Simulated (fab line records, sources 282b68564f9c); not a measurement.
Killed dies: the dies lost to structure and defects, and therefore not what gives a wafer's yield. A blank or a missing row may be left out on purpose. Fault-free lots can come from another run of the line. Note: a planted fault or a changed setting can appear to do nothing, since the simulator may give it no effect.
The tool behind it: which one?    flow ritCmos    21 wafers from 7 lots sampled at 3 of the route's 202 steps

## WHAT EACH GAUGE READ, for each wafer
RIT_NWELL_TW_MEAS_10.
lot   measured     on            NWELL_TW
L524  day 2 14:17  filmMetro-01  2150 2132 2133
L528  day 3 17:43  filmMetro-02  2174 2164 2184
L530  day 4 00:05  filmMetro-04  2167 2170 2177
L532  day 4 09:55  filmMetro-01  2148 2156 2156
L537  day 5 08:30  filmMetro-04  2050 2050 2043
L540  day 6 01:38  filmMetro-02  2152 2155 2159
L544  day 7 06:47  filmMetro-04  2171 2179 2160

## EACH LOT AND THE TOOL THAT RAN IT (in order: tool; ch and the chambers of the sampled wafers; start)
lot   RIT_ACTIVE_ETCH_13                RIT_NWELL_IMPLANT_08
L524  rieDiel-04 ch 0,1, day 2 06:19    implanter-03 ch 0, day 2 13:59
L528  rieDiel-02 ch 0,1,3, day 3 02:55  implanter-04 ch 0, day 3 17:23
L530  rieDiel-01 ch 0,2, day 3 16:08    implanter-04 ch 0, day 3 23:45
L532  rieDiel-01 ch 1,2, day 4 00:46    implanter-03 ch 0, day 4 09:36
L537  rieDiel-04 ch 1,3, day 5 00:47    implanter-04 ch 0, day 5 08:11
L540  rieDiel-02 ch 2,3, day 5 17:24    implanter-02 ch 0, day 6 01:19
L544  rieDiel-02 ch 0,1,3, day 6 17:52  implanter-02 ch 0, day 7 06:28
- RIT_ACTIVE_ETCH_13: etches Si3N4 in SF6, stops on SiO2, time 210 s, target depth 210 nm.
- RIT_NWELL_IMPLANT_08

## THE ANSWER, worked out from the rows above alone
Rule: the usual values come from the lots themselves. Put in order of their means at a reading, lots are off if they are a third of the lots or fewer, leave a main group of 4 or more, and stand apart from it by a gap of 3 or more times the standard deviation of the main group's means; of several such gaps the widest counts. A main group is skipped when, at the precision printed for the reading in the tables above, its means are all equal. Also off: a lot with no number at a reading for which 4 or more lots have one. Any other lot the step has rows for is counted as sound.
Off: at RIT_NWELL_TW_MEAS_10 (NWELL_TW), L537. The main group has a mean of 2160 with a standard deviation of 13.
A tool fits if, at a process step before that reading, it ran every lot that is off, and no sound lot after the first of them. Gauges at RIT_NWELL_TW_MEAS_10: tried the same way as those tools. Can't be told from this: 2 tools fit, rieDiel-04 at RIT_ACTIVE_ETCH_13, implanter-04 at RIT_NWELL_IMPLANT_08.

## WHAT THE SIMULATOR HAD PUT IN
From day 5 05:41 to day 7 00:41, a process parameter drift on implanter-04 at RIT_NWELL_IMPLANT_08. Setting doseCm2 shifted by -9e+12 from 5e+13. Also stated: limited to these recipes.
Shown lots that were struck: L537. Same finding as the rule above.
